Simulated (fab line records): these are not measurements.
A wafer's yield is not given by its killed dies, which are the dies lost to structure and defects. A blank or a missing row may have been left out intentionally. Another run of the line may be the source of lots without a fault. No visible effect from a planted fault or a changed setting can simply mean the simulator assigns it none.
What tool caused it? + flow berkeley_cmos170 + 7 lots with 21 wafers sampled at 2 steps, on a route of 331 steps

== WHAT THE GAUGES SHOWED, per wafer ==
UCB170_SDANNEAL_RS_MEAS_02: the measuring method here is four-point-probe.
| lot  | measured     | on            | PSD_RS (ohm/sq) |
|------|--------------|---------------|-----------------|
| L487 | day 7 02:29  | film_metro-01 | 75.5 75.5 75.9  |
| L492 | day 8 02:04  | film_metro-02 | 75.5 75.6 75.3  |
| L494 | day 8 11:53  | film_metro-03 | 76.1 76.2 76.0  |
| L499 | day 9 04:46  | film_metro-01 | 76.3 76.3 76.3  |
| L503 | day 10 04:11 | film_metro-01 | 75.6 75.4 75.3  |
| L504 | day 10 08:30 | film_metro-03 | 76.2 76.3 76.3  |
| L507 | day 11 00:41 | film_metro-01 | 76.0 75.6 75.8  |

== WHICH TOOL RAN EACH LOT (tool, then ch and the chambers of the sampled wafers, then the start) ==
| lot  | UCB170_PVT_HMDS_00               |
|------|----------------------------------|
| L487 | litho_track-01 ch 0, day 5 21:34 |
| L492 | litho_track-04 ch 0, day 6 17:51 |
| L494 | litho_track-04 ch 0, day 7 09:22 |
| L499 | litho_track-02 ch 0, day 7 19:57 |
| L503 | litho_track-04 ch 0, day 9 00:19 |
| L504 | litho_track-01 ch 0, day 9 06:22 |
| L507 | litho_track-01 ch 0, day 9 20:31 |
- UCB170_PVT_HMDS_00: prime time 60 s.

== THE ANSWER, worked out from the rows above alone ==
Rule: the usual values come from the lots themselves. Put in order of their means at a reading, lots are off if they are a third of the lots or fewer, leave a main group of 4 or more, and stand apart from it by a gap of 3 or more times the standard deviation of the main group's means; of several such gaps the widest counts. A main group whose means are all the same, to the digits that the tables above print for the reading, isn't used. Also off: a lot with no number at a reading for which 4 or more lots have one. The other lots that the step has rows for count as sound.
None of the lots is off at any reading shown; this tells nothing.

== WHAT THE SIMULATOR HAD PUT IN ==
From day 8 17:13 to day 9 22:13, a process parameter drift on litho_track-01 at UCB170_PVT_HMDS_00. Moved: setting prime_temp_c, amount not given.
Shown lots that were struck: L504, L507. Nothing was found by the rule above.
